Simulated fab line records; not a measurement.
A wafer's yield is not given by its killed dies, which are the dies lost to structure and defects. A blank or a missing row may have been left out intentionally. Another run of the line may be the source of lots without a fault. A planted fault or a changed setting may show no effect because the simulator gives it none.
Comparing a struck lot with a sound one    flow berkeley_cmos170    15 steps out of a route of 331
Sound: the wafers L909.4, L909.5, L909.6. Wafers L911.2, L911.3, L911.6 were the ones struck. At the end, the cause is stated.
For every step that has rows: the tool of each side, followed by ch and its chambers, followed by its first start. Under that, the readings that differ: sound wafers    struck wafers    difference of the means    sigmas: that difference in standard deviations of wafers without a fault.
alike: readings with means less than 2 such deviations apart, plus words and numbers identical on both sides. not compared: withheld readings, readings lacking a value on some wafer, bounds such as >300 that could conceal the same value, and numbers that have no deviation in the record and whose values overlap.
The two part at a step that has a row with sigmas, a row that says differs or no value, or rows on one side only. When numbers do not overlap yet have no deviation, they are printed without sigmas and do not part them. Lack of a reading on every wafer of one side parts them only where that side has two or more wafers.

first, 6 steps without rows for these wafers: UCB170_V2_HMDS_06 (prime time 60 s); UCB170_V2_COAT_07 (resist thk 900 nm); UCB170_V2_SOFTBAKE_08 (time 60 s); UCB170_V2_EXPOSE_09 (exposes mask VIA2, target cd 700 nm); UCB170_V2_PEB_10; UCB170_V2_DEVELOP_11 (develop time 45 s).
UCB170_V2_CD_MEAS_12: the cd target is 700 nm.
  struck on cd_sem-02, day 11 05:28; sound on cd_sem-02, day 10 16:36
  alike: cd_nm
UCB170_V2_OVL_MEAS_13:
  struck on overlay-01, day 11 05:34; sound on overlay-02, day 10 16:41
  alike: V2_OVL
UCB170_V2_ETCH_14: etches SiO2 in CHF3/CF4/Ar, stops on Al, target depth 1250 nm, time 291 s.
  sound on rie_diel-03 ch 0,1,3, day 10 16:41; struck on rie_diel-04 ch 0,1,3, day 11 05:35
  alike: drypump_motor_current_A, oes_product_au, rf_fwd_power_W, throttle_valve_pct
  not compared: rf_hours_counter_h
UCB170_V2_STRIP_15: strips in O2.
  sound on plasma_asher-04 ch 0,1, day 10 16:55; struck on plasma_asher-03 ch 0,1, day 11 05:46
  alike: drypump_motor_current_A, oes_product_au, strip_time_to_endpoint_s
  not compared: rf_hours_counter_h
UCB170_V2_CD_MEAS_90: the cd target is 700 nm.
  struck on cd_sem-02, day 11 05:53; sound on cd_sem-02, day 10 17:02
  alike: cd_nm
then, 1 step without rows for these wafers: UCB170_M3_PRE_CLEAN_00 (preclean etch time 60 s).
UCB170_M3_SPUTTER_01: material Al, target thk 900 nm, time 120 s.
  struck on pvd_sputter-03, day 11 06:04; sound on pvd_sputter-02, day 10 17:10
  no value came back on the struck wafers for cathode_dc_power_W (W), chamber_pressure_pa (Pa), throttle_valve_pct (%); on the sound wafers cathode_dc_power_W (W) reads 5999.4 5998.6 5999.1
UCB170_M3_RS_MEAS_02: uses a four-point probe to measure.
  struck on film_metro-02, day 11 06:27; sound on film_metro-01, day 10 17:18
reading            sound                 struck  difference                     sigmas
M3_AL_RS (ohm/sq)  0.0322 0.0324 0.0322  - - -   no value on the struck wafers  
  not compared: hold
next, for these wafers, 1 step has no rows: UCB170_M3_PROBE_99.

## WHERE THEY PART
At UCB170_M3_SPUTTER_01 first; at UCB170_M3_RS_MEAS_02 last (within this record only).

WHY: whatever the simulator had introduced
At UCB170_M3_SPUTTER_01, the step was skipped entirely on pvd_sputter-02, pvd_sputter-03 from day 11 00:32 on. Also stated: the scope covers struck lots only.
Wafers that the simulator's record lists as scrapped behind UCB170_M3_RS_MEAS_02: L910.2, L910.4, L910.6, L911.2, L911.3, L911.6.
